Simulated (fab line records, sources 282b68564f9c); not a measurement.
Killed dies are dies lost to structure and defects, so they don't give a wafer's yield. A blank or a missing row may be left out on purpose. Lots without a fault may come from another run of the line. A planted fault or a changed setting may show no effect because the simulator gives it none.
Which tool did it? | flow rit_cmos | 14 lots, 42 wafers sampled, at 4 steps of a route of 202

WHAT THE GAUGES READ, wafer by wafer
RIT_FOX2_THK_MEAS_01.
lot  | measured    | on            | FOX2_OXIDE_THK (nm)
L923 | day 1 19:23 | film_metro-03 | 351 346 350
L924 | day 1 23:28 | film_metro-01 | 349 342 343
L925 | day 2 04:20 | film_metro-02 | 356 346 351
L929 | day 3 01:56 | film_metro-03 | 345 347 348
L930 | day 3 05:26 | film_metro-03 | 346 348 344
L932 | day 3 17:07 | film_metro-03 | 269 270 272
L933 | day 3 20:53 | film_metro-03 | 264 267 267
L934 | day 4 02:46 | film_metro-01 | 346 349 344
L935 | day 4 07:37 | film_metro-01 | 354 353 346
L936 | day 4 15:25 | film_metro-02 | 353 349 345
L941 | day 5 12:41 | film_metro-03 | 340 342 340
L942 | day 5 17:20 | film_metro-03 | 349 354 347
L944 | day 6 03:29 | film_metro-02 | 371 364 359
L946 | day 6 13:38 | film_metro-01 | 347 348 346

RIT_FOX2_THK_MEAS_90.
lot  | measured    | on            | FIELD_OXIDE_LEFT_1_THK (nm)
L923 | day 1 20:16 | film_metro-02 | 323 318 322
L924 | day 2 00:24 | film_metro-02 | 321 315 316
L925 | day 2 05:13 | film_metro-03 | 328 318 323
L929 | day 3 02:53 | film_metro-03 | 318 319 321
L930 | day 3 06:19 | film_metro-01 | 318 320 316
L932 | day 3 17:59 | film_metro-02 | 241 243 245
L933 | day 3 21:45 | film_metro-01 | 237 239 239
L934 | day 4 03:38 | film_metro-03 | 319 322 317
L935 | day 4 08:29 | film_metro-03 | 327 325 318
L936 | day 4 16:17 | film_metro-03 | 326 321 318
L941 | day 5 13:34 | film_metro-03 | 312 315 313
L942 | day 5 18:13 | film_metro-03 | 322 327 320
L944 | day 6 04:21 | film_metro-01 | 344 337 332
L946 | day 6 14:31 | film_metro-01 | 319 320 319

RIT_FOX2_THK_MEAS_91.
lot  | measured    | on            | FIELD_OXIDE_LEFT_2_THK (nm)
L923 | day 2 08:39 | film_metro-03 | 255 251 254
L924 | day 2 12:59 | film_metro-02 | 254 248 249
L925 | day 2 17:38 | film_metro-03 | 260 251 255
L929 | day 3 15:25 | film_metro-03 | 249 251 252
L930 | day 3 18:30 | film_metro-02 | 250 252 248
L932 | day 4 06:08 | film_metro-01 | 174 174 177
L933 | day 4 10:33 | film_metro-02 | 167 170 170
L934 | day 4 15:50 | film_metro-03 | 251 255 249
L935 | day 4 20:46 | film_metro-01 | 259 257 250
L936 | day 5 04:40 | film_metro-01 | 258 253 250
L941 | day 6 02:30 | film_metro-01 | 244 246 245
L942 | day 6 07:08 | film_metro-03 | 253 258 251
L944 | day 6 16:59 | film_metro-01 | 277 270 266
L946 | day 7 03:20 | film_metro-03 | 251 252 251

WHICH TOOL RAN EACH LOT (tool, then ch and the chambers of the sampled wafers, then the start)
lot  | RIT_FOX2_OXIDATION_00
L923 | furnace-02 ch 0, day 1 18:04
L924 | furnace-04 ch 0, day 1 22:07
L925 | furnace-02 ch 0, day 2 03:01
L929 | furnace-02 ch 0, day 3 00:37
L930 | furnace-04 ch 0, day 3 04:07
L932 | furnace-02 ch 0, day 3 15:47
L933 | furnace-02 ch 0, day 3 19:34
L934 | furnace-04 ch 0, day 4 01:26
L935 | furnace-04 ch 0, day 4 06:18
L936 | furnace-01 ch 0, day 4 14:04
L941 | furnace-04 ch 0, day 5 11:22
L942 | furnace-04 ch 0, day 5 16:00
L944 | furnace-04 ch 0, day 6 02:10
L946 | furnace-01 ch 0, day 6 12:18
- RIT_FOX2_OXIDATION_00: target thk 350.7 nm, ox time 1130 s.

WHAT THE TOOLS THEMSELVES READ (means of the sampled wafers that have a number; where no wafer has one, the mark that the record gives instead)
RIT_FOX2_OXIDATION_00.
lot  | tool       | spike_tc_load_C (C) | zone_power_load_pct (%) | zone_power_source_pct (%)
L923 | furnace-02 | 1129                | 43.3                    | 38
L924 | furnace-04 | 1121                | 45.2                    | 45
L925 | furnace-02 | 1129                | 43.2                    | 38
L929 | furnace-02 | 1128                | 43.2                    | 39
L930 | furnace-04 | 1121                | 45.3                    | 44
L932 | furnace-02 | 1129                | 43.2                    | 38
L933 | furnace-02 | 1129                | 42.9                    | 38
L934 | furnace-04 | 1121                | 45.3                    | 45
L935 | furnace-04 | 1121                | 45.4                    | 45
L936 | furnace-01 | 1130                | 48.6                    | 37
L941 | furnace-04 | 1122                | 45.8                    | 45
L942 | furnace-04 | 1122                | 45.1                    | 45
L944 | furnace-04 | 1121                | 45.8                    | 45
L946 | furnace-01 | 1130                | 49.0                    | 37

THE ANSWER, worked out from the rows above alone
Rule: what is usual is taken from the lots themselves. Put in order of their means at a reading, lots are off if they are a third of the lots or fewer, leave a main group of 4 or more, and stand apart from it by a gap of 3 or more times the standard deviation of the main group's means; of several such gaps the widest counts. A main group whose means are all the same, to the digits that the tables above print for the reading, isn't used. A lot without any number at a reading at which 4 lots or more have one is off too. The other lots that the step has rows for count as sound. The gauges are gone through in route order, then the tools' own readings, and for those a lot's mean is taken as printed above. The first step at which some lot is off is used, and at that step the reading that is off furthest; a lot without a number counts as furthest.
Off: L932, L933, at RIT_FOX2_THK_MEAS_01 (FOX2_OXIDE_THK). The main group: mean 349 nm, standard deviation 5.5.
A tool fits if, at a process step before that reading, it ran every lot that is off, and no sound lot after the first of them. The gauges at RIT_FOX2_THK_MEAS_01 aren't tried: what is off there is off at RIT_FOX2_THK_MEAS_90 too, on other tools, and a gauge's error can't cause that. One fits: furnace-02 at RIT_FOX2_OXIDATION_00. Its last sound lot is L929 (day 3 00:37), its first lot that is off L932 (day 3 15:47): a fault that began between those two fits.

WHAT THE SIMULATOR HAD PUT IN
Process parameter drift: furnace-02, from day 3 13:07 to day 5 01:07, at RIT_FOX2_OXIDATION_00. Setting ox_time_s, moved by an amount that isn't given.
Lots struck among those shown: L932, L933. The rule above found the same.
